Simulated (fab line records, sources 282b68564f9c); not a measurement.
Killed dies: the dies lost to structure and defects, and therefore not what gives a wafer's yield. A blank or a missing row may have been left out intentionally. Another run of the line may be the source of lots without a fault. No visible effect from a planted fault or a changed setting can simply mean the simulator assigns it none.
Split-lot experiment -- flow ritCmos -- 23 wafers read across 5 lots, on a route 202 steps long

== SPLIT DETAILS ==
At RIT_GATE_CVD_08 (deposits poly-Si from SiH4, target thk 250 nm, time 2220 s), the setting timeS was moved away from the recipe's 2220 s on 10 of the 23 wafers read, by -6.2% to +7.9%. For the rest of the wafers, this setting stayed at what the recipe calls for.

== FROM THE SPLIT TO THE READING: what the file shows between them, 5 steps ==
- RIT_GATE_THK_MEAS_09
- RIT_GATE_COAT_11: resist thk 850 nm (also split here: spinRpm)
- RIT_GATE_SOFTBAKE_12: time 60 s
- RIT_GATE_EXPOSE_13: exposes mask M6, target cd 150 nm
- RIT_GATE_HARDBAKE_18: time 60 s

== THE READING ==
oesProductAu, in a.u., at RIT_GATE_ETCH_19 (etches poly-Si in SF6/CHF3/O2, stops on SiO2, time 165 s, target depth 312.5 nm). A value of 0.846 a.u. with a standard deviation of 0.0097 a.u. is what fault-free wafers of this fab line usually give.

wafer,"tool, chamber at the split","timeS as run, s",against the recipe,"oesProductAu, a.u.",against lot-mates on the recipe
L075.2,"lpcvd-02, 1",2220,recipe,0.821,-
L075.3,"lpcvd-02, 1",2220,recipe,0.853,-
L075.5,"lpcvd-02, 1",2220,recipe,0.841,-
L077.1,"-, -",2220,recipe,0.852,-
L077.2,"-, -",2220,recipe,0.841,-
L077.3,"-, -",2220,recipe,0.844,-
L077.4,"-, -",2220,recipe,0.840,-
L077.5,"-, -",2220,recipe,0.864,-
L076.1,"-, -",2082,-6.2%,0.807,no lot-mate on the recipe
L076.2,"-, -",2082,-6.2%,0.798,no lot-mate on the recipe
L076.4,"-, -",2082,-6.2%,0.805,no lot-mate on the recipe
L076.5,"-, -",2082,-6.2%,0.818,no lot-mate on the recipe
L076.6,"-, -",2082,-6.2%,0.806,no lot-mate on the recipe
L078.1,"-, -",2395,+7.9%,0.905,no lot-mate on the recipe
L078.3,"-, -",2395,+7.9%,0.912,no lot-mate on the recipe
L078.4,"-, -",2395,+7.9%,0.891,no lot-mate on the recipe
L078.5,"-, -",2395,+7.9%,0.906,no lot-mate on the recipe
L078.6,"-, -",2395,+7.9%,0.888,no lot-mate on the recipe
L084.1,"-, -",2220,recipe,0.834,-
L084.3,"-, -",2220,recipe,0.843,-
L084.4,"-, -",2220,recipe,0.843,-
L084.5,"-, -",2220,recipe,0.837,-
L084.6,"-, -",2220,recipe,0.834,-

FIT RESULTS
A straight line over all 23 wafers: oesProductAu changes by +0.0067 a.u. for each +1% of timeS; r = +0.96; the points scatter about the line by 0.01 a.u.
Too few moved wafers with a lot-mate on the recipe to fit a line net of each lot's own level.

== THE WHOLE CHAIN: every reading that the file lists as answering this split, in the file's order ==
step,what it does,reading,change (the file's fit),r (the file's)
RIT_GATE_CVD_08,"deposits poly-Si from SiH4, target thk 250 nm, time 2220 s","poly-Si_of_GATE_CVD_08.thkNm (the simulator's own value, which no gauge read)",+2.74 nm for each +1% of the setting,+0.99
RIT_GATE_THK_MEAS_09,,GATE_POLY_THK,+2.74 for each +1% of the setting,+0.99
RIT_GATE_ETCH_19,"etches poly-Si in SF6/CHF3/O2, stops on SiO2, time 165 s, target depth 312.5 nm",oesProductAu,+0.00668 a.u. for each +1% of the setting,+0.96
RIT_GATE_ETCH_19,"etches poly-Si in SF6/CHF3/O2, stops on SiO2, time 165 s, target depth 312.5 nm","GATE.featureDepthNm (the simulator's own value, which no gauge read)",+2.74 nm for each +1% of the setting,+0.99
RIT_GATE_ETCH_19,"etches poly-Si in SF6/CHF3/O2, stops on SiO2, time 165 s, target depth 312.5 nm","etch.depthNm (the simulator's own value, which no gauge read)",+2.74 nm for each +1% of the setting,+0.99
RIT_SPACER_ETCHBACK_05,"etches Si3N4 in SF6/CHF3, stops on SiO2, target depth 250 nm, time 240 s","poly-Si_of_GATE_CVD_08.thkNm (the simulator's own value, which no gauge read)",+2.82 nm for each +1% of the setting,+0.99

== FILE'S OWN FIT ==
oesProductAu changes by +0.00668 a.u. for each +1% of timeS, r = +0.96.
